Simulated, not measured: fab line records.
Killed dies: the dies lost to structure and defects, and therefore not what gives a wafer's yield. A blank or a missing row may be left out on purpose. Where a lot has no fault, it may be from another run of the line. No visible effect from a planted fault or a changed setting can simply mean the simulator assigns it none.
Which tool is to blame? -- flow rit cmos -- 14 lots (42 wafers sampled), 1 step of a 202-step route

## WHAT THE GAUGES SHOWED, per wafer
The record lacks any reading of a measuring or inspecting step that a usual standard deviation could be used to judge.

## EACH LOT AND THE TOOL THAT RAN IT (in order: tool; ch and the chambers of the sampled wafers; start)
lot,RIT_PWELL_EXPOSE_03
L931,"iline stepper-02 ch 0, day 1 22:44"
L932,"iline stepper-02 ch 0, day 2 03:55"
L934,"iline stepper-01 ch 0, day 2 14:36"
L937,"iline stepper-01 ch 0, day 3 10:19"
L938,"iline stepper-01 ch 0, day 3 13:01"
L939,"iline stepper-01 ch 0, day 3 15:18"
L944,"iline stepper-02, day 4 19:44"
L945,"iline stepper-01, day 4 21:32"
L947,"iline stepper-01 ch 0, day 5 08:09"
L948,"iline stepper-02 ch 0, day 5 11:34"
L949,"iline stepper-02 ch 0, day 5 16:58"
L950,"iline stepper-01 ch 0, day 5 23:17"
L951,"iline stepper-02 ch 0, day 6 03:41"
L952,"iline stepper-01 ch 0, day 6 07:49"
- RIT_PWELL_EXPOSE_03: exposes mask M3, target cd 43700 nm.

## WHAT THE TOOLS THEMSELVES READ (means of the sampled wafers that have a number; where no wafer has one, the mark that the record gives instead)
RIT_PWELL_EXPOSE_03.
lot,tool,exposure dose mJ cm2,focus offset nm (nm)
L931,iline stepper-02,250.03,0.1
L932,iline stepper-02,249.78,0.1
L934,iline stepper-01,249.96,0.2
L937,iline stepper-01,249.98,-0.3
L938,iline stepper-01,250.02,0.5
L939,iline stepper-01,250.07,0.3
L944,iline stepper-02,-,-
L945,iline stepper-01,-,-
L947,iline stepper-01,250.24,-0.5
L948,iline stepper-02,250.09,0.2
L949,iline stepper-02,249.90,-0.0
L950,iline stepper-01,250.22,0.1
L951,iline stepper-02,249.85,-0.2
L952,iline stepper-01,249.82,0.2

## THE ANSWER, worked out from the rows above alone
Rule: usual is defined by the lots themselves. The widest of any qualifying gaps counts: lots, ordered by their means at a reading, are off when they make up no more than a third of the lots, leave a main group of 4 or more, and stand apart from it by 3 or more times the standard deviation of that group's means. A main group whose means are all the same, to the digits that the tables above print for the reading, isn't used. A lot without any number at a reading at which 4 lots or more have one is off too. Any other lot the step has rows for is counted as sound. Order of review: gauges by route order, followed by the tools' own readings, for which a lot's mean as printed above is used. The first step at which some lot is off is used, and at that step the reading that is off furthest; a lot without a number counts as furthest.
Off: L944, L945, at RIT_PWELL_EXPOSE_03 (exposure dose mJ cm2). Without a number there: L944, L945. The main group has a mean of 250.00 with a standard deviation of 0.14.
If a tool, at that step or one of the process steps before it, ran each lot that is off and ran no sound lot following the first of them, it fits. Of those tried, none fits.

## WHAT THE SIMULATOR HAD PUT IN
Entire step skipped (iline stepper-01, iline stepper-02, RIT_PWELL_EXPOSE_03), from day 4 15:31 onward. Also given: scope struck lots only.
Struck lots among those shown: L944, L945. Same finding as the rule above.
